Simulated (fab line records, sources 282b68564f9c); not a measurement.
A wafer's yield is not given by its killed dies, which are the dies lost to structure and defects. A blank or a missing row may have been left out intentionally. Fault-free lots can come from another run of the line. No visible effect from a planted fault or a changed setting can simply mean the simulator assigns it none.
fab line records	flow ritCmos
record lots=14	wafers=42	lastDay=7
route steps=202 shown ACTIVE@3 PRETRO@70 SDANNEAL@156 M1@199
lots that met no fault: taken from a fault-free run of the same line
startH: hours from the record's first day to the start of the lot's first wafer shown	waitH: hours since the lot's step before	" as in the row above	L1.1+2: a row that stands for several wafers	- value missing, or start not given	* or withheld: withheld	< > ~ a bound
route shown NAME@n: a module of which the file shows steps, and the number in the route of the first	usual: mean/standard deviation of fault-free wafers	same: alike in all rows	chamber/n: place in a boat	sites: the reading at each site	_std_site: standard deviation across them	_edge_site: inner sites' mean taken away from outer sites' mean	radiusMm: for every site, how far away it sits from the centre of the wafer	mask NAME#n: copy n	behind: the tool/chamber that last shaped the wafer	hold: why the lot was held/for how many hours/how that ended	device: which transistor (n, p or np) failed to switch	end of line: tests of these same wafers at the route's end	a step with no rows: only its recipe	killed: at the first sort, the dies lost to defects and structure; wafer yield is something else	map: the dies of a wafer, with x for killed, . for not killed, _ for no die there
set.NAME: the setting that was run; set.NAME@STEP: the one run at that earlier step	model.NAME: the simulator's own value behind a step, which no gauge read
the route's steps for a sample of lots (tables are steps, rows are wafers)
## steps
# step RIT_ACTIVE_THK_MEAS_02
# recipe reads=SiO2_of_ACTIVE_OXIDATION_01
# usual ACTIVE_OXIDE_THK=49.6/1.2
lot.wafer	tool	chamber	startH	waitH	ACTIVE_OXIDE_THK[nm]
L293.1	filmMetro-02	-	14.86	0.0	48.8
L293.3	"	-	"	"	48.7
L293.5	"	-	"	"	49.7
L294.3	filmMetro-02	-	17.31	0.0	50.9
L294.4	"	-	"	"	50.9
L294.5	"	-	"	"	50.9
L295.2	filmMetro-04	-	22.11	0.0	48.5
L295.4	"	-	"	"	49.9
L295.6	"	-	"	"	48.8
L296.3	filmMetro-04	-	27.28	0.0	47.4
L296.4	"	-	"	"	47.7
L296.6	"	-	"	"	49.0
L297.1	filmMetro-03	-	33.34	0.0	51.2
L297.2	"	-	"	"	52.0
L297.6	"	-	"	"	51.0
L298.3	filmMetro-04	-	37.07	0.0	48.1
L298.4	"	-	"	"	48.4
L298.6	"	-	"	"	48.2
L300.2	filmMetro-04	-	48.14	0.0	48.7
L300.4	"	-	"	"	49.7
L300.6	"	-	"	"	49.2
L301.3	filmMetro-02	-	52.79	0.0	48.7
L301.4	"	-	"	"	49.9
L301.5	"	-	"	"	49.3
L302.1	filmMetro-04	-	57.76	0.0	50.9
L302.4	"	-	"	"	51.1
L302.6	"	-	"	"	50.4
L303.1	filmMetro-02	-	63.25	0.0	47.3
L303.5	"	-	"	"	47.9
L303.6	"	-	"	"	47.2
L304.2	filmMetro-02	-	67.44	0.0	51.8
L304.3	"	-	"	"	51.5
L304.4	"	-	"	"	51.6
L307.1	filmMetro-02	-	82.30	0.0	48.5
L307.3	"	-	"	"	49.2
L307.6	"	-	"	"	48.8
L315.3	filmMetro-04	-	122.07	0.0	50.9
L315.5	"	-	"	"	50.4
L315.6	"	-	"	"	50.4
L316.3	filmMetro-02	-	127.97	0.0	51.5
L316.4	"	-	"	"	51.5
L316.5	"	-	"	"	51.2
# step RIT_PRETRO_OVL_MEAS_06
# usual PRETRO_OVL=0.7/1.1
lot.wafer	tool	chamber	startH	waitH	PRETRO_OVL[nm]
L293.1	overlay-02	-	34.20	-	0.3
L293.3	"	-	"	"	0.1
L293.5	"	-	"	"	1.6
L294.3	overlay-02	-	36.27	-	-0.2
L294.4	"	-	"	"	-0.4
L294.5	"	-	"	"	0.0
L295.2	overlay-01	-	42.03	-	0.7
L295.4	"	-	"	"	1.1
L295.6	"	-	"	"	1.4
L296.3	overlay-02	-	47.49	-	1.8
L296.4	"	-	"	"	0.3
L296.6	"	-	"	"	0.8
L297.1	overlay-02	-	53.76	-	1.1
L297.2	"	-	"	"	1.2
L297.6	"	-	"	"	0.6
L298.3	overlay-01	-	59.97	-	0.5
L298.4	"	-	"	"	-1.2
L298.6	"	-	"	"	-1.3
L300.2	overlay-02	-	67.75	-	-0.8
L300.4	"	-	"	"	-0.2
L300.6	"	-	"	"	-0.8
L301.3	overlay-02	-	72.97	-	1.1
L301.4	"	-	"	"	1.6
L301.5	"	-	"	"	0.3
L302.1	overlay-01	-	81.04	-	2.4
L302.4	"	-	"	"	2.3
L302.6	"	-	"	"	1.5
L303.1	overlay-01	-	86.25	-	0.4
L303.5	"	-	"	"	0.3
L303.6	"	-	"	"	0.9
L304.2	overlay-02	-	86.57	-	0.4
L304.3	"	-	"	"	1.1
L304.4	"	-	"	"	1.4
L307.1	overlay-02	-	101.04	-	1.1
L307.3	"	-	"	"	0.5
L307.6	"	-	"	"	-0.3
L315.3	overlay-02	-	142.38	-	0.2
L315.5	"	-	"	"	1.3
L315.6	"	-	"	"	0.2
L316.3	overlay-02	-	149.10	-	-0.9
L316.4	"	-	"	"	1.0
L316.5	"	-	"	"	0.3
# step RIT_SDANNEAL_RTA_03
# recipe tempC=1050	timeS=5	idleTempC=600	rampUpCPerS=342	rampDownCPerS=171	coolToC=600	ambient=N2
# usual rampUpCPerS=342.00/0.058	wafer_temp_C_max=1053.5/1.2
lot.wafer	tool	chamber	startH	waitH	rampUpCPerS	wafer_temp_C_max
L293.1	rtpAnneal-02	0	52.38	0.0	341.95	1053.5
L293.3	"	0	"	"	341.99	1054.4
L293.5	"	0	"	"	341.95	1053.8
L294.3	rtpAnneal-01	0	54.97	0.0	341.96	1053.2
L294.4	"	0	"	"	341.92	1052.4
L294.5	"	0	"	"	342.02	1052.8
L295.2	rtpAnneal-02	0	62.56	0.0	342.12	1053.0
L295.4	"	0	"	"	341.99	1051.7
L295.6	"	0	"	"	341.96	1051.9
L296.3	rtpAnneal-01	0	69.11	0.0	342.04	1052.4
L296.4	"	0	"	"	342.04	1053.1
L296.6	"	0	"	"	342.02	1054.8
L297.1	rtpAnneal-02	0	71.91	0.0	342.13	1053.5
L297.2	"	0	"	"	342.09	1052.9
L297.6	"	0	"	"	341.92	1053.7
L298.3	rtpAnneal-01	0	81.63	0.0	342.01	1055.0
L298.4	"	0	"	"	341.97	1055.1
L298.6	"	0	"	"	342.05	1051.5
L300.2	rtpAnneal-01	0	87.24	0.0	341.99	1053.6
L300.4	"	0	"	"	341.98	1054.6
L300.6	"	0	"	"	341.99	1053.0
L301.3	rtpAnneal-02	0	94.56	0.0	341.99	1053.5
L301.4	"	0	"	"	342.00	1053.3
L301.5	"	0	"	"	342.07	1053.9
L302.1	rtpAnneal-01	0	100.59	0.0	342.05	1054.2
L302.4	"	0	"	"	342.00	1052.9
L302.6	"	0	"	"	341.96	1054.3
L303.1	rtpAnneal-02	0	105.47	0.0	342.06	1053.7
L303.5	"	0	"	"	342.07	1052.6
L303.6	"	0	"	"	342.00	1052.9
L303.1	rtpAnneal-02	0	105.69	0.2	342.04	1051.9
L303.5	"	0	"	"	342.06	1053.3
L303.6	"	0	"	"	341.90	1052.5
L304.2	rtpAnneal-01	0	107.91	0.0	342.07	1055.3
L304.3	"	0	"	"	341.94	1053.3
L304.4	"	0	"	"	341.99	1053.2
L307.1	rtpAnneal-02	0	125.04	0.0	341.93	1053.3
L307.3	"	0	"	"	342.07	1051.9
L307.6	"	0	"	"	341.98	1054.0
L307.1	rtpAnneal-02	0	125.26	0.2	342.08	1052.0
L307.3	"	0	"	"	341.93	1052.9
L307.6	"	0	"	"	342.13	1052.8
L315.3	rtpAnneal-02	0	166.29	0.0	342.03	1052.8
L315.5	"	0	"	"	342.02	1053.8
L315.6	"	0	"	"	341.94	1054.4
L316.3	rtpAnneal-01	0	170.02	0.0	341.90	1053.1
L316.4	"	0	"	"	341.98	1054.2
L316.5	"	0	"	"	342.02	1051.1
# step RIT_M1_CD_MEAS_90
# recipe targetCdNm=2600
# usual cdNm=2600.8/2.4
lot.wafer	tool	chamber	startH	waitH	cdNm
L293.1	cdSem-02	-	58.13	0.1	2597.6
L293.3	"	-	"	"	2600.5
L293.5	"	-	"	"	2599.8
L294.3	cdSem-01	-	60.67	0.1	2597.7
L294.4	"	-	"	"	2597.8
L294.5	"	-	"	"	2600.0
L295.2	cdSem-01	-	68.40	0.1	2603.2
L295.4	"	-	"	"	2598.2
L295.6	"	-	"	"	2598.6
L296.3	cdSem-02	-	74.84	0.1	2599.7
L296.4	"	-	"	"	2596.2
L296.6	"	-	"	"	2601.9
L297.1	cdSem-02	-	77.96	0.1	2597.6
L297.2	"	-	"	"	2598.0
L297.6	"	-	"	"	2598.2
L298.3	cdSem-02	-	87.48	0.1	2601.9
L298.4	"	-	"	"	2605.5
L298.6	"	-	"	"	2602.5
L300.2	cdSem-01	-	93.32	0.1	2601.5
L300.4	"	-	"	"	2601.0
L300.6	"	-	"	"	2600.8
L301.3	cdSem-01	-	100.17	0.1	2598.7
L301.4	"	-	"	"	2602.5
L301.5	"	-	"	"	2603.9
L302.1	cdSem-01	-	106.45	0.1	2600.7
L302.4	"	-	"	"	2601.2
L302.6	"	-	"	"	2600.8
L303.1	cdSem-01	-	111.25	0.1	2597.0
L303.5	"	-	"	"	2599.5
L303.6	"	-	"	"	2598.7
L304.2	cdSem-01	-	113.49	0.1	2595.5
L304.3	"	-	"	"	2601.8
L304.4	"	-	"	"	2599.8
L307.1	cdSem-02	-	131.48	0.1	2598.8
L307.3	"	-	"	"	2602.3
L307.6	"	-	"	"	2596.8
L315.3	cdSem-01	-	172.06	0.1	2604.2
L315.5	"	-	"	"	2605.0
L315.6	"	-	"	"	2605.1
L316.3	cdSem-01	-	175.74	0.1	2603.1
L316.4	"	-	"	"	2603.9
L316.5	"	-	"	"	2603.7
# step RIT_M1_PROBE_99
# usual killedAtContacts=0.0/0.16	killedAtFrontEnd=6.9/2.9	killedDies=7.0/2.9	killedOnRim=1.9/1.4	killedOpen=3.4/2.1	killedShort=3.5/1.8
# same grossDies=264	killed_at_M0_to_M3=0	killed_at_M4_up=0	killedAtBackSide=0	killedAtOther=0
lot.wafer	tool	chamber	startH	waitH	killedAtContacts	killedAtFrontEnd	killedDies	killedOnRim	killedOpen	killedShort
L293.1	prober-01	-	59.87	0.1	0	5	5	1	2	3
L293.3	prober-01	-	59.97	0.2	0	10	10	4	5	5
L293.5	prober-01	-	60.07	0.2	0	11	11	3	7	4
L294.3	prober-02	-	62.47	0.2	0	2	2	1	2	0
L294.4	prober-02	-	62.52	0.2	1	11	12	6	7	5
L294.5	prober-02	-	62.57	0.2	0	5	5	3	3	2
L295.2	prober-01	-	70.17	0.1	0	5	5	2	4	1
L295.4	prober-01	-	70.27	0.2	0	8	8	3	3	5
L295.6	prober-01	-	70.37	0.2	0	9	9	2	3	6
L296.3	prober-02	-	76.64	0.2	0	8	8	0	5	3
L296.4	prober-02	-	76.69	0.2	0	14	14	3	10	4
L296.6	prober-02	-	76.79	0.2	0	5	5	1	2	3
L297.1	prober-01	-	79.70	0.1	0	2	2	2	1	1
L297.2	prober-01	-	79.75	0.1	0	3	3	2	1	2
L297.6	prober-01	-	79.95	0.2	0	7	7	2	2	5
L298.3	prober-02	-	89.28	0.2	0	4	4	2	3	1
L298.4	prober-02	-	89.33	0.2	0	6	6	2	3	3
L298.6	prober-02	-	89.43	0.2	0	6	6	0	2	4
L300.2	prober-02	-	95.09	0.1	0	6	6	0	3	3
L300.4	prober-02	-	95.19	0.2	0	5	5	2	1	4
L300.6	prober-02	-	95.29	0.2	0	6	6	1	5	1
L301.3	prober-01	-	101.97	0.2	0	5	5	1	5	0
L301.4	prober-01	-	102.02	0.2	0	14	14	4	7	7
L301.5	prober-01	-	102.07	0.2	0	10	10	3	5	5
L302.1	prober-02	-	108.19	0.1	0	7	7	2	2	5
L302.4	prober-02	-	108.34	0.2	0	6	6	1	2	4
L302.6	prober-02	-	108.44	0.2	0	7	7	0	3	4
L303.1	prober-01	-	112.99	0.1	0	9	9	3	5	4
L303.5	prober-01	-	113.19	0.2	0	3	3	1	2	1
L303.6	prober-01	-	113.24	0.2	0	7	7	2	4	3
L304.2	prober-02	-	115.26	0.1	0	7	7	2	5	2
L304.3	prober-02	-	115.31	0.2	0	1	1	0	0	1
L304.4	prober-02	-	115.36	0.2	0	12	12	2	5	7
L307.1	prober-01	-	133.22	0.1	0	8	8	5	4	4
L307.3	prober-01	-	133.32	0.2	0	7	7	2	4	3
L307.6	prober-01	-	133.47	0.2	0	5	5	0	3	2
L315.3	prober-01	-	173.86	0.2	0	8	8	2	2	6
L315.5	prober-01	-	173.96	0.2	0	4	4	1	1	3
L315.6	prober-01	-	174.01	0.2	1	5	6	3	3	3
L316.3	prober-02	-	177.54	0.2	0	4	4	2	1	3
L316.4	prober-02	-	177.59	0.2	0	4	4	1	2	2
L316.5	prober-02	-	177.64	0.2	0	8	8	2	6	2
# killed by level:class
L293.1 GATE:geometricParticle:short=2 ACTIVE:geometricParticle:open=1 GATE:geometricParticle:open=1 SILICIDE:geometricParticle:short=1
L293.3 GATE:geometricParticle:short=3 FOX1:geometricParticle:open=2 FOX1:geometricParticle:short=1 FOX2:geometricParticle:open=1 GATE:geometricParticle:open=1 SPACER:geometricParticle:short=1 SILICIDE:geometricParticle:open=1
L293.5 GATE:geometricParticle:open=5 GATE:geometricParticle:short=2 ACTIVE:geometricParticle:open=1 FOX1:geometricParticle:open=1 FOX2:geometricParticle:short=1 REOX:geometricParticle:short=1
L294.3 GATE:geometricParticle:open=1 SPACER:geometricParticle:open=1
L294.4 GATE:geometricParticle:open=4 GATE:geometricParticle:short=3 FOX2:geometricParticle:open=1 REOX:geometricParticle:short=1 SPACER:geometricParticle:short=1 SPACER:geometricParticle:open=1 CONTACT:geometricParticle:open=1
L294.5 GATE:geometricParticle:short=2 FOX2:geometricParticle:open=1 SPACER:geometricParticle:open=1 SILICIDE:geometricParticle:open=1
L295.2 GATE:geometricParticle:open=2 FOX2:geometricParticle:short=1 FOX2:geometricParticle:open=1 SILICIDE:geometricParticle:open=1
L295.4 GATE:geometricParticle:short=4 FOX1:geometricParticle:open=1 GATE:geometricParticle:open=1 SPACER:geometricParticle:open=1 SPACER:geometricParticle:short=1
L295.6 GATE:geometricParticle:short=5 FOX1:geometricParticle:open=1 FOX2:geometricParticle:short=1 GATE:geometricParticle:open=1 SILICIDE:geometricParticle:open=1
L296.3 GATE:geometricParticle:open=3 REOX:geometricParticle:open=2 REOX:geometricParticle:short=2 GATE:geometricParticle:short=1
L296.4 GATE:geometricParticle:open=6 FOX1:geometricParticle:short=2 REOX:geometricParticle:open=2 FOX1:geometricParticle:open=1 REOX:geometricParticle:short=1 SPACER:geometricParticle:short=1 SPACER:geometricParticle:open=1
L296.6 FOX1:geometricParticle:short=1 GATE:geometricParticle:short=1 REOX:geometricParticle:open=1 SPACER:geometricParticle:short=1 SILICIDE:geometricParticle:open=1
L297.1 GATE:geometricParticle:short=1 SILICIDE:geometricParticle:open=1
L297.2 GATE:geometricParticle:open=1 REOX:geometricParticle:short=1 SILICIDE:geometricParticle:short=1
L297.6 REOX:geometricParticle:short=3 GATE:geometricParticle:short=2 ACTIVE:geometricParticle:open=1 REOX:geometricParticle:open=1
L298.3 REOX:geometricParticle:open=2 SPACER:geometricParticle:open=1 REOX:geometricParticle:short=1
L298.4 GATE:geometricParticle:open=3 GATE:geometricParticle:short=3
L298.6 SPACER:geometricParticle:short=2 FOX1:geometricParticle:short=1 GATE:geometricParticle:short=1 REOX:geometricParticle:open=1 SPACER:geometricParticle:open=1
L300.2 GATE:geometricParticle:short=2 GATE:geometricParticle:open=1 REOX:geometricParticle:short=1 REOX:geometricParticle:open=1 SPACER:geometricParticle:open=1
L300.4 SPACER:geometricParticle:short=2 ACTIVE:geometricParticle:short=1 GATE:geometricParticle:open=1 REOX:geometricParticle:short=1
L300.6 SPACER:geometricParticle:open=3 FOX1:geometricParticle:open=1 GATE:geometricParticle:short=1 GATE:geometricParticle:open=1
L301.3 GATE:geometricParticle:open=3 FOX1:geometricParticle:open=1 SPACER:geometricParticle:open=1
L301.4 GATE:geometricParticle:open=5 GATE:geometricParticle:short=5 SILICIDE:geometricParticle:open=2 FOX1:geometricParticle:short=1 SILICIDE:geometricParticle:short=1
L301.5 GATE:geometricParticle:open=5 GATE:geometricParticle:short=4 FOX1:geometricParticle:short=1
L302.1 FOX1:geometricParticle:short=2 FOX1:geometricParticle:open=1 GATE:geometricParticle:open=1 REOX:geometricParticle:short=1 SPACER:geometricParticle:short=1 SILICIDE:geometricParticle:short=1
L302.4 GATE:geometricParticle:short=2 FOX1:geometricParticle:open=1 FOX1:geometricParticle:short=1 REOX:geometricParticle:open=1 REOX:geometricParticle:short=1
L302.6 GATE:geometricParticle:short=2 SILICIDE:geometricParticle:short=2 GATE:geometricParticle:open=1 REOX:geometricParticle:open=1 SILICIDE:geometricParticle:open=1
L303.1 GATE:geometricParticle:open=4 GATE:geometricParticle:short=4 REOX:geometricParticle:open=1
L303.5 FOX1:geometricParticle:open=1 FOX2:geometricParticle:short=1 SILICIDE:geometricParticle:open=1
L303.6 GATE:geometricParticle:open=2 FOX2:geometricParticle:open=1 FOX2:geometricParticle:short=1 GATE:geometricParticle:short=1 SPACER:geometricParticle:short=1 SILICIDE:geometricParticle:open=1
L304.2 SPACER:geometricParticle:open=3 GATE:geometricParticle:open=1 GATE:geometricParticle:short=1 SILICIDE:geometricParticle:open=1 STARTING-WAFER:geometricParticle:short=1
L304.3 SILICIDE:geometricParticle:short=1
L304.4 GATE:geometricParticle:open=5 GATE:geometricParticle:short=4 SPACER:geometricParticle:short=2 REOX:geometricParticle:short=1
L307.1 GATE:geometricParticle:short=2 FOX1:geometricParticle:open=1 FOX2:geometricParticle:open=1 FOX2:geometricParticle:short=1 GATE:geometricParticle:open=1 SILICIDE:geometricParticle:short=1 SILICIDE:geometricParticle:open=1
L307.3 GATE:geometricParticle:open=2 GATE:geometricParticle:short=2 FOX1:geometricParticle:short=1 SPACER:geometricParticle:open=1 SILICIDE:geometricParticle:open=1
L307.6 GATE:geometricParticle:short=2 REOX:geometricParticle:open=2 GATE:geometricParticle:open=1
L315.3 FOX1:geometricParticle:short=2 FOX1:geometricParticle:open=1 FOX2:geometricParticle:short=1 FOX2:geometricParticle:open=1 GATE:geometricParticle:short=1 REOX:geometricParticle:short=1 SPACER:geometricParticle:short=1
L315.5 FOX1:geometricParticle:short=2 FOX2:geometricParticle:short=1 FOX2:geometricParticle:open=1
L315.6 GATE:geometricParticle:open=2 GATE:geometricParticle:short=2 FOX2:geometricParticle:open=1 CONTACT:geometricParticle:short=1
L316.3 FOX2:geometricParticle:short=1 GATE:geometricParticle:short=1 GATE:geometricParticle:open=1 REOX:geometricParticle:short=1
L316.4 GATE:geometricParticle:open=2 SPACER:geometricParticle:short=2
L316.5 FOX2:geometricParticle:open=2 GATE:geometricParticle:open=2 REOX:geometricParticle:open=2 GATE:geometricParticle:short=1 SILICIDE:geometricParticle:short=1
## key
firstSign step=RIT_SDANNEAL_RTA_03	reading=visit	direction=added
effect none on later readings
metAt RIT_SDANNEAL_RTA_03
struckLots L303,L307
testerLeftOut L303,L307
notActingAt RIT_ACTIVE_THK_MEAS_02,RIT_PRETRO_OVL_MEAS_06,RIT_M1_CD_MEAS_90
fault kind=repeatedStepWhole	tool=rtpAnneal-01,rtpAnneal-02	chamber=-	onsetH=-	steps=RIT_SDANNEAL_RTA_03	times=1	scope=struckLotsOnly
# testerLeftOut: of these lots the tester's yield and bins aren't shown, on N5 and GAA mostly nor the transistor test; their killed dies are dies lost to structure and defects alone, not to doping, threshold or leakage, so they don't give the yield
